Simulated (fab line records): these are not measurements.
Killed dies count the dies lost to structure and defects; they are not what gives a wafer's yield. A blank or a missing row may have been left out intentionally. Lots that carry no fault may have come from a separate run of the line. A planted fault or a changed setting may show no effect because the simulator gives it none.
8D (eight disciplines) problem report, filled in by code | flow berkeleyCmos170 | the parts of the form that need people (team, actions taken, sign-off) are left out

== 1. THE PROBLEM ==
runLengthS at UCB170_M1_METAL_ETCH_12 reads a mean of 135.3 s on 2 wafers of 2 lots; wafers without a fault read 158.2 s with a standard deviation of 0.45. That puts it -51 standard deviations away from the usual mean.
The step: etches Al in Cl2/BCl3, stops on PSG, target depth 780 nm, time 130 s.
First seen on wafer L623.4, day 8 18:46, on rieMetal-04. Wafers with a number at this step in the record: 41, from 14 lots. The rule behind "out" and "out of limits": a value lying over 4 standard deviations away from the usual mean. All remaining wafers that have a number are taken as sound.

== 2. WHAT IT IS, WHAT IT ISN'T ==
question                    | is                       | is not
which readings at this step | runLengthS, oesProductAu | drypumpMotorCurrentA, throttleValvePct
which lots                  | L622, L623               | L618, L619, L620, L625, L626, L627, L629, L630, L636, L637, L639, L640
which wafers of those lots  | L622.3, L623.4           | L622.2, L623.3, L623.5
read on which tools         | rieMetal-04              | rieMetal-01, rieMetal-02
when                        | from day 8 18:46         | up to then (11 sound wafers); but 28 sound wafers of L622, L625, L626, L627, L629, L630, L636, L637, L639, L640 came after

== 3. THE SUSPECTS, EACH WITH WHAT RULES IT OUT ==
Counting: any tool at a process step up to the reading remains a suspect provided it ran every lot that is out. Sound lots after the first of them don't rule it out here, since some wafers of a struck lot are sound.
- plasmaAsher-04 at UCB170_PSD_STRIP_09 (strips in O2): kept. It processed each lot that is out (first: L623, day 8 05:04); up to then, its last sound lot is L619 (day 7 04:50).
- rieMetal-04 at UCB170_M1_METAL_ETCH_12 (etches Al in Cl2/BCl3, stops on PSG, target depth 780 nm, time 130 s): kept. It processed each lot that is out (first: L623, day 8 18:46); up to then, its last sound lot is L620 (day 8 06:41). Its own oesProductAu, runLengthS readings are out on those wafers.
- At UCB170_M1_METAL_ETCH_12 on rieMetal-04, chamber 0 took the sound wafers of the same lots and chamber 1 took the wafers that are out.
What counting leaves: plasmaAsher-04 at UCB170_PSD_STRIP_09 and rieMetal-04 at UCB170_M1_METAL_ETCH_12.

== 4. THE CAUSE (what the simulator had put in) ==
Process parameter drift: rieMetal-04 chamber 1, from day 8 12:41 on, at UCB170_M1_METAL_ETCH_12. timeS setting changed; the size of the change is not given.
After counting, 2 suspects remain, this tool included.

== 5. THE CHAIN OF EFFECTS, in route order ==
Each row: a reading whose mean over the struck wafers that have a number lies more than 3 standard deviations from the usual. Scope: only readings with a usual standard deviation given in the record; hours: median across lots of the time from each lot's start at the first step in this table that gives one to its start at this step; sigmas: change in usual standard deviations.
hours | step                    | reading      | usual      | on struck wafers | change | sigmas
0     | UCB170_M1_METAL_ETCH_12 | oesProductAu | 0.855 a.u. | 1.046            | +0.191 | +13
0     | UCB170_M1_METAL_ETCH_12 | runLengthS   | 158.2 s    | 135.3            | -22.9  | -51
The process steps in it:
- UCB170_M1_METAL_ETCH_12: etches Al in Cl2/BCl3, stops on PSG, target depth 780 nm, time 130 s.

== 6. HOW IT WOULD HAVE BEEN CAUGHT EARLIER ==
First out-of-limits reading in this record: day 8 18:46, which is 6 hours after fault onset at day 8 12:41.
